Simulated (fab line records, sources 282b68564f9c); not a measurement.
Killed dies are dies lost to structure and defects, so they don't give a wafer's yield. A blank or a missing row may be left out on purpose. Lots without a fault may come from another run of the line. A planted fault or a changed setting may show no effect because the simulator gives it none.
A struck lot beside a sound one | flow rit_cmos | 14 steps out of a route of 202
Sound: wafers L111.2, L111.4, L111.6. Struck: wafers L104.4, L104.5, L104.6. The cause comes at the end.
At each step with rows: each side's tool, then ch and its chambers, then its first start. Under that, the readings that differ: sound wafers | struck wafers | difference of the means | sigmas: that difference in standard deviations of wafers without a fault.
alike: readings whose means differ by less than 2 such deviations, and words and numbers that are the same on both sides. not compared: withheld readings, readings that some wafer has no value for, bounds like >300 that may hide the same value, and numbers for which the record gives no deviation and whose values overlap.
The two part at a step that has a row with sigmas, a row that says differs or no value, or rows on one side only. Numbers that don't overlap but have no deviation are shown without sigmas and don't part them. A reading that every wafer of one side lacks parts them only if that side has two wafers or more.

RIT_SDANNEAL_RTA_03: time 4.891 s.
  sound on rtp_anneal-02 ch 0, day 6 19:16; struck on rtp_anneal-02 ch 0, day 5 03:05
  alike: wafer_temp_C_max
RIT_SDANNEAL_RS_MEAS_04: measures by four-point-probe.
  sound on film_metro-04, day 6 19:20; struck on film_metro-03, day 5 03:10
  alike: PSD_RS
RIT_SDANNEAL_RS_MEAS_05: measures by four-point-probe.
  sound on film_metro-04, day 6 19:27; struck on film_metro-03, day 5 03:17
  alike: NSD_RS
RIT_SDANNEAL_RS_MEAS_06: measures by four-point-probe.
  sound on film_metro-04, day 6 19:34; struck on film_metro-03, day 5 03:25
  alike: PLDD_RS
RIT_SDANNEAL_RS_MEAS_07: measures by four-point-probe.
  sound on film_metro-04, day 6 19:41; struck on film_metro-03, day 5 03:32
  reading          | sound             | struck            | difference | sigmas
  NLDD_RS (ohm/sq) | 153.1 152.4 152.0 | 153.8 153.7 153.4 | +1.1       | +2
then, 1 step without rows for these wafers: RIT_SILICIDE_WET_ETCH_00 (etches SiO2 in BOE, target depth 14 nm, time 15 s).
RIT_SILICIDE_SPUTTER_01: material Ti, target thk 30 nm, time 240 s.
  sound on pvd_sputter-02, day 6 19:49; struck on pvd_sputter-04, day 5 03:36
  alike: substrate_temp_c, throttle_valve_pct
RIT_SILICIDE_RS_MEAS_02: measures by four-point-probe.
  sound on film_metro-02, day 6 19:59; struck on film_metro-02, day 5 03:49
  alike: SILICIDE_TI_RS
RIT_SILICIDE_THK_MEAS_03: measures by xrf.
  sound on film_metro-02, day 6 20:05; struck on film_metro-02, day 5 03:54
  alike: SILICIDE_TI_THK
RIT_SILICIDE_RTA_04: time 10 s, ramp up 5 s, ramp down 5 s.
  sound on rtp_anneal-01 ch 0, day 6 20:09; struck on rtp_anneal-01 ch 0, day 5 03:58
  alike: wafer_temp_C_max
then, 1 step without rows for these wafers: RIT_SILICIDE_WET_ETCH_05 (etches Ti in SPM, time 120 s).
RIT_SILICIDE_RTA_06: time 10 s, ramp up 5 s, ramp down 10 s.
  sound on rtp_anneal-02 ch 0, day 6 20:16; struck on rtp_anneal-02 ch 0, day 5 04:04
  alike: wafer_temp_C_max
RIT_CONTACT_CVD_00: deposits SiO2 from TEOS, target thk 400 nm, time 61 s.
  sound on pecvd-01 ch 1,2, day 6 20:19; struck on pecvd-03 ch 0,1,2, day 5 04:08
  no value came back on the struck wafers for heater_power_w (W), rf_fwd_power_W (W); on the sound wafers heater_power_w (W) reads 354 371 276
RIT_M1_PROBE_99:
  the record has rows for the sound wafers here (prober-02, day 7 06:06) and none for the struck ones

WHERE THEY PART
First at RIT_SDANNEAL_RS_MEAS_07; last, within this record, at RIT_M1_PROBE_99.

WHY: what the simulator had put in
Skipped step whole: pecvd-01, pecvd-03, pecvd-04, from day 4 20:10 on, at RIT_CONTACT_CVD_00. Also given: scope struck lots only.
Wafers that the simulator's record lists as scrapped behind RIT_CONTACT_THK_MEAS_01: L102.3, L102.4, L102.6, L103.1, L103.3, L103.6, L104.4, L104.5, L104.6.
